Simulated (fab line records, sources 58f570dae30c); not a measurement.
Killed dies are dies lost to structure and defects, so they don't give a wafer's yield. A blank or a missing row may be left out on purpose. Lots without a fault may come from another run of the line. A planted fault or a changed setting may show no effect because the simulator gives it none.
Which tool did it? | flow berkeley_cmos170 | 7 lots, 21 wafers sampled, at 2 steps of a route of 331

WHAT THE GAUGES READ, wafer by wafer
UCB170_M2_CD_MEAS_15: target cd 700 nm.
lot  | measured     | on        | cd_nm (nm)
L616 | day 8 19:01  | cd_sem-02 | 699.7 698.0 701.9
L618 | day 9 12:26  | cd_sem-01 | 701.8 700.0 699.5
L617 | day 9 13:41  | cd_sem-01 | 699.7 699.7 699.3
L622 | day 10 11:02 | cd_sem-01 | 698.4 699.3 697.7
L630 | day 12 00:38 | cd_sem-02 | 883.8 884.6 883.2
L633 | day 12 11:45 | cd_sem-02 | 866.5 867.3 866.8
L634 | day 12 18:59 | cd_sem-02 | 700.2 699.4 699.5

WHICH TOOL RAN EACH LOT (tool, then ch and the chambers of the sampled wafers, then the start)
lot  | UCB170_M2_PEB_13
L616 | litho_track-03 ch 0, day 8 18:44
L618 | litho_track-02 ch 0, day 9 12:10
L617 | litho_track-04 ch 0, day 9 13:25
L622 | litho_track-02 ch 0, day 10 10:46
L630 | litho_track-03 ch 0, day 12 00:21
L633 | litho_track-03 ch 0, day 12 11:27
L634 | litho_track-04 ch 0, day 12 18:43
- UCB170_M2_PEB_13

THE ANSWER, worked out from the rows above alone
Rule: what is usual is taken from the lots themselves. Put in order of their means at a reading, lots are off if they are a third of the lots or fewer, leave a main group of 4 or more, and stand apart from it by a gap of 3 or more times the standard deviation of the main group's means; of several such gaps the widest counts. A main group whose means are all the same, to the digits that the tables above print for the reading, isn't used. A lot without any number at a reading at which 4 lots or more have one is off too. The other lots that the step has rows for count as sound.
Off: L630, L633, at UCB170_M2_CD_MEAS_15 (cd_nm). The main group: mean 699.6 nm, standard deviation 0.64.
A tool fits if, at a process step before that reading, it ran every lot that is off, and no sound lot after the first of them. The gauges at UCB170_M2_CD_MEAS_15 are tried like those tools. One fits: litho_track-03 at UCB170_M2_PEB_13. Its last sound lot is L616 (day 8 18:44), its first lot that is off L630 (day 12 00:21): a fault that began between those two fits.

WHAT THE SIMULATOR HAD PUT IN
Process parameter drift: litho_track-03, from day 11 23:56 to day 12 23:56, at UCB170_M2_PEB_13. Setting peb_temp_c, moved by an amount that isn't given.
Lots struck among those shown: L630, L633. The rule above found the same.
